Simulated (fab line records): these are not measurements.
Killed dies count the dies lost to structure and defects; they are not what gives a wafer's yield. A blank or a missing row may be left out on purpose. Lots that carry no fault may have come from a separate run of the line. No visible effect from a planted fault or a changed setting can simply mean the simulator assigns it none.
fab line records ; flow rit-cmos
[record] lots = 5; wafers = 15; last-day = 7
route steps=202 shown M1@196
lots with no fault: from the same line, run without faults
start-h: the number of hours between the record's first day and the start of the first shown wafer of the lot ; wait-h: how many hours have passed since the lot's step before this one ; " same as the row above ; L1.1+2: a single row standing in for several wafers ; - no value, or no start was given ; * or withheld: withheld ; < > ~ a bound
route shown NAME@n: NAME is a module with steps in the file, n the number in the route of the first one ; usual: the fault-free wafers' mean and standard deviation ; same: alike in all rows ; chamber/n: place in a boat ; sites: readings site by site ; _std_site: standard deviation across them ; _edge_site: the outer-site mean with the inner-site mean subtracted ; radius-mm: how far each site lies from the wafer's centre ; mask NAME#n: copy n ; behind: the tool/chamber that last shaped the wafer ; hold: the reason the lot was held/the length of the hold in hours/how it ended ; device: the n, p or np transistor that did not switch ; end of line: at the end of the route, the tests of the same wafers ; for a step that has no rows: nothing shown but its recipe ; killed: dies that structure and defects cost at the first sort, which is not the same as the wafer's yield ; map: dies across one wafer; x = killed, . = not, _ = none there
set.NAME: the setting that was run; set.NAME@STEP: the one run at that earlier step ; model.NAME: the simulator's own value behind a step, which no gauge read
a table for each step, a row for each wafer; lots at some steps of the route
services: from which hour (start-h, from the record's first day; less than 0 if before it) a tool's chamber was out of use, for how many hours, and why
[[steps]]
[step RIT_M1_METAL_ETCH_12]
[recipe] stop-on = SiO2; chemistry = Cl2/BCl3; target = Al; time-s = 165; over-etch-frac = 0.5; pressure-mtorr = 100; target-depth-a = 6000; rf-w = 250; Cl2_flow_sccm = 60; bcl3-flow-sccm = 50
[usual] drypump-motor-current-A = 5.8/0.46; oes-product-au = 0.777/0.012; throttle-valve-pct = 8.27/0.14
lot.wafer;tool;chamber;start-h;wait-h;drypump-motor-current-A;oes-product-au;rf-hours-counter-h;throttle-valve-pct
L080.2;rie-metal-04;1;90.23;0.2;6.0;0.773;1;8.51
L080.3;rie-metal-04;1;90.23;0.2;5.9;0.768;-;8.50
L080.5;rie-metal-04;1;90.23;0.2;5.9;0.771;-;8.50
L083.3;rie-metal-02;0;105.17;0.2;6.5;0.781;-;8.18
L083.5;rie-metal-02;1;105.17;0.2;5.0;0.785;-;8.34
L083.6;rie-metal-02;0;105.17;0.2;6.5;0.792;-;8.16
L090.1;rie-metal-04;1;137.50;0.2;6.0;0.767;2;8.49
L090.3;rie-metal-04;0;137.50;0.2;6.1;0.793;-;8.23
L090.6;rie-metal-04;1;137.50;0.2;6.0;0.759;-;8.49
L096.1;rie-metal-02;1;170.75;0.2;4.9;0.780;6;8.34
L096.4;rie-metal-02;1;170.75;0.2;5.0;0.773;-;8.31
L096.6;rie-metal-02;1;170.75;0.2;5.0;0.774;-;8.35
L097.2;rie-metal-03;0;177.50;0.2;5.7;0.774;0;8.31
L097.4;rie-metal-03;0;177.50;0.2;5.7;0.779;-;8.29
L097.5;rie-metal-03;0;177.50;0.2;5.7;0.787;-;8.29
[step RIT_M1_STRIP_13]
[recipe] chemistry = nmp; resist = NOVOLAK; temp-c = 80; time-s = 600; dry = n2-spin
[usual] temp-c = 80.01/0.11
lot.wafer;tool;chamber;start-h;wait-h;temp-c
L080.2;wet-bench-03;2;90.39;0.1;80.03
L080.3;wet-bench-03;2;90.39;0.1;80.05
L080.5;wet-bench-03;2;90.39;0.1;80.02
L083.3;wet-bench-03;3;105.28;0.1;80.00
L083.5;wet-bench-03;3;105.28;0.1;79.98
L083.6;wet-bench-03;3;105.28;0.1;80.05
L090.1;wet-bench-03;1;137.66;0.1;80.25
L090.3;wet-bench-03;1;137.66;0.1;80.15
L090.6;wet-bench-03;1;137.66;0.1;80.13
L096.1;wet-bench-01;3;170.97;0.1;80.01
L096.4;wet-bench-01;3;170.97;0.1;80.01
L096.6;wet-bench-01;3;170.97;0.1;79.97
L097.2;wet-bench-02;1;177.67;0.1;79.90
L097.4;wet-bench-02;1;177.67;0.1;79.81
L097.5;wet-bench-02;1;177.67;0.1;79.91
[step RIT_M1_STRIP_14]
[recipe] chemistry = O2; time-s = 180; platen-temp-c = withheld; power-w = 500; pressure-mtorr = 4000; o2-flow-sccm = 4000
[usual] drypump-motor-current-A = 5.5/0.38
lot.wafer;tool;chamber;start-h;wait-h;drypump-motor-current-A;rf-hours-counter-h
L080.2;plasma-asher-01;1;90.57;0.0;5.4;30
L080.3;plasma-asher-01;1;90.57;0.0;5.4;-
L080.5;plasma-asher-01;1;90.57;0.0;5.4;-
L083.3;plasma-asher-02;1;105.51;0.1;6.1;-
L083.5;plasma-asher-02;1;105.51;0.1;6.0;-
L083.6;plasma-asher-02;0;105.51;0.1;5.3;-
L090.1;plasma-asher-02;0;137.84;0.0;5.3;2
L090.3;plasma-asher-02;0;137.84;0.0;5.3;-
L090.6;plasma-asher-02;1;137.84;0.0;6.0;-
L096.1;plasma-asher-02;0;171.14;0.0;5.3;6
L096.4;plasma-asher-02;0;171.14;0.0;5.3;-
L096.6;plasma-asher-02;1;171.14;0.0;6.1;-
L097.2;plasma-asher-03;0;177.84;0.0;4.8;54
L097.4;plasma-asher-03;0;177.84;0.0;4.9;-
L097.5;plasma-asher-03;1;177.84;0.0;5.3;-
[step RIT_M1_CD_MEAS_90]
[recipe] target-cd-nm = 2600
[usual] cd-nm = 2600.2/2.8
lot.wafer;tool;chamber;start-h;wait-h;cd-nm
L080.2;cd-sem-01;-;90.76;0.1;2595.6
L080.3;cd-sem-01;-;90.76;0.1;2599.1
L080.5;cd-sem-01;-;90.76;0.1;2594.9
L083.3;cd-sem-01;-;105.67;0.1;2600.3
L083.5;cd-sem-01;-;105.67;0.1;2601.0
L083.6;cd-sem-01;-;105.67;0.1;2598.5
L090.1;cd-sem-01;-;138.01;0.1;2601.8
L090.3;cd-sem-01;-;138.01;0.1;2604.1
L090.6;cd-sem-01;-;138.01;0.1;2602.6
L096.1;cd-sem-02;-;171.32;0.1;2603.4
L096.4;cd-sem-02;-;171.32;0.1;2604.4
L096.6;cd-sem-02;-;171.32;0.1;2601.1
L097.2;cd-sem-02;-;178.04;0.1;2604.6
L097.4;cd-sem-02;-;178.04;0.1;2604.3
L097.5;cd-sem-02;-;178.04;0.1;2602.5
[step RIT_M1_ANNEAL_15]
[recipe] temp-c = 450; time-s = 1800; ambient = forming_gas_H2N2
lot.wafer;tool;chamber;start-h;wait-h
L080.2+3+5;furnace-02;0;90.86;0.1
L083.3+5+6;furnace-02;0;105.75;0.1
L090.1+3+6;furnace-02;0;138.13;0.1
L096.1+4+6;furnace-02;0;171.44;0.1
L097.2+4+5;furnace-02;0;178.14;0.1
[step RIT_M1_BOW_MEAS_16]
[recipe] mode = bow
[usual] M1_BOW = 15/5.9
lot.wafer;tool;chamber;start-h;wait-h;M1_BOW[um]
L080.2;film-metro-01;-;92.38;0.0;12
L080.3;film-metro-01;-;92.38;0.0;11
L080.5;film-metro-01;-;92.38;0.0;34
L083.3;film-metro-01;-;107.29;0.0;9
L083.5;film-metro-01;-;107.29;0.0;19
L083.6;film-metro-01;-;107.29;0.0;29
L090.1;film-metro-01;-;139.63;0.0;13
L090.3;film-metro-01;-;139.63;0.0;18
L090.6;film-metro-01;-;139.63;0.0;13
L096.1;film-metro-01;-;172.94;0.0;10
L096.4;film-metro-01;-;172.94;0.0;-2
L096.6;film-metro-01;-;172.94;0.0;7
L097.2;film-metro-02;-;179.66;0.0;12
L097.4;film-metro-02;-;179.66;0.0;19
L097.5;film-metro-02;-;179.66;0.0;16
[step RIT_M1_PROBE_99]
[usual] defect-limited-yield = 97.6/1; killed-at-contacts = 0.1/0.31; killed-at-front-end = 6.3/2.7; killed-dies = 6.4/2.7; killed-open = 3.3/2; killed-short = 3/1.8; sort_bin_3_pad_short = 0.1/0.18; sort_bin_5_function = 1.5/0.78; sort_bin_6_memory = 0.8/0.57; sort-n-pass = 257.6/2.7; sort-yield-pct = 97.6/1
[same] gross-dies = 264; killed_at_M0_to_M3 = 0; killed_at_M4_up = 0; killed-at-back-side = 0; killed-at-other = 0
lot.wafer;tool;chamber;start-h;wait-h;defect-limited-yield[%];killed-at-contacts;killed-at-front-end;killed-dies;killed-open;killed-short;sort_bin_3_pad_short[%];sort_bin_5_function[%];sort_bin_6_memory[%];sort-n-pass;sort-yield-pct[%]
L080.2;prober-01;-;92.53;0.1;98.1;0;5;5;2;3;0;1.1;0.8;259.0;98.1
L080.3;prober-01;-;92.58;0.2;99.2;0;2;2;2;0;0;0.4;0.4;262.0;99.2
L080.5;prober-01;-;92.68;0.2;98.5;0;4;4;2;2;0;1.5;0;260.0;98.5
L083.3;prober-02;-;107.47;0.2;98.5;0;4;4;2;2;0.4;0.8;0.4;260.0;98.5
L083.5;prober-02;-;107.57;0.2;98.5;1;3;4;3;1;0;0.8;0.8;260.0;98.5
L083.6;prober-02;-;107.62;0.2;97.7;0;6;6;4;2;0;1.9;0.4;258.0;97.7
L090.1;prober-02;-;139.75;0.1;97.7;0;6;6;4;2;0;1.5;0.8;258.0;97.7
L090.3;prober-02;-;139.85;0.2;96.6;0;9;9;6;3;0.4;1.9;1.1;255.0;96.6
L090.6;prober-02;-;140.00;0.2;97.3;0;7;7;4;3;0;2.3;0.4;257.0;97.3
L096.1;prober-02;-;173.06;0.1;97.0;2;6;8;3;5;0.4;2.7;0;256.0;97.0
L096.4;prober-02;-;173.21;0.2;97.7;0;6;6;4;2;0;1.1;1.1;258.0;97.7
L096.6;prober-02;-;173.31;0.2;98.5;0;4;4;2;2;0.4;0.8;0.4;260.0;98.5
L097.2;prober-01;-;179.81;0.1;98.1;0;5;5;3;2;0;1.5;0.4;259.0;98.1
L097.4;prober-01;-;179.91;0.2;98.1;0;5;5;2;3;0;1.1;0.8;259.0;98.1
L097.5;prober-01;-;179.96;0.2;97.3;0;7;7;6;1;0;2.3;0.4;257.0;97.3
// killed by level:class
L080.2 FOX1:geometric-particle:open=1 FOX2:geometric-particle:short=1 GATE:geometric-particle:open=1 GATE:geometric-particle:short=1 REOX:geometric-particle:short=1
L080.3 FOX1:geometric-particle:open=1 REOX:geometric-particle:open=1
L080.5 GATE:geometric-particle:open=2 REOX:geometric-particle:short=2
L083.3 GATE:geometric-particle:open=2 GATE:geometric-particle:short=1 SILICIDE:geometric-particle:short=1
L083.5 FOX2:geometric-particle:open=1 GATE:geometric-particle:open=1 SPACER:geometric-particle:open=1 CONTACT:geometric-particle:short=1
L083.6 GATE:geometric-particle:open=3 GATE:geometric-particle:short=1 REOX:geometric-particle:open=1 SILICIDE:geometric-particle:short=1
L090.1 FOX2:geometric-particle:open=1 GATE:geometric-particle:short=1 GATE:geometric-particle:open=1 SPACER:geometric-particle:open=1 SPACER:geometric-particle:short=1 SILICIDE:geometric-particle:open=1
L090.3 GATE:geometric-particle:short=3 FOX1:geometric-particle:open=2 GATE:geometric-particle:open=2 SPACER:geometric-particle:open=1 SILICIDE:geometric-particle:open=1
L090.6 FOX1:geometric-particle:open=2 GATE:geometric-particle:open=2 FOX2:geometric-particle:short=1 GATE:geometric-particle:short=1 SILICIDE:geometric-particle:short=1
L096.1 GATE:geometric-particle:short=2 GATE:geometric-particle:open=2 CONTACT:geometric-particle:short=2 SPACER:geometric-particle:short=1 SILICIDE:geometric-particle:open=1
L096.4 GATE:geometric-particle:open=3 FOX1:geometric-particle:short=1 GATE:geometric-particle:short=1 SPACER:geometric-particle:open=1
L096.6 GATE:geometric-particle:open=2 SPACER:geometric-particle:short=1 SILICIDE:geometric-particle:short=1
L097.2 REOX:geometric-particle:open=2 REOX:geometric-particle:short=2 GATE:geometric-particle:open=1
L097.4 GATE:geometric-particle:short=3 SPACER:geometric-particle:open=1 SILICIDE:geometric-particle:open=1
L097.5 GATE:geometric-particle:open=4 SPACER:geometric-particle:open=2 FOX1:geometric-particle:short=1
[[services]]
tool;chamber;start-h;hours;kind
furnace-02;-;85.47;2.3;repair
rie-metal-02;-;99.81;4.3;pm
plasma-asher-02;-;108.75;9.0;pm
plasma-asher-02;0;108.75;9.0;vent-cycle
plasma-asher-02;1;108.75;9.0;vent-cycle
plasma-asher-02;0;117.75;-;clean
plasma-asher-02;1;117.75;-;clean
wet-bench-01;-;119.27;2.1;repair
rie-metal-03;-;136.12;20.0;pm
rie-metal-03;0;136.12;20.0;vent-cycle
rie-metal-03;1;136.12;20.0;vent-cycle
plasma-asher-03;-;153.05;2.8;pm
rie-metal-03;0;156.12;-;clean
rie-metal-03;1;156.12;-;clean
[[key]]
fault none
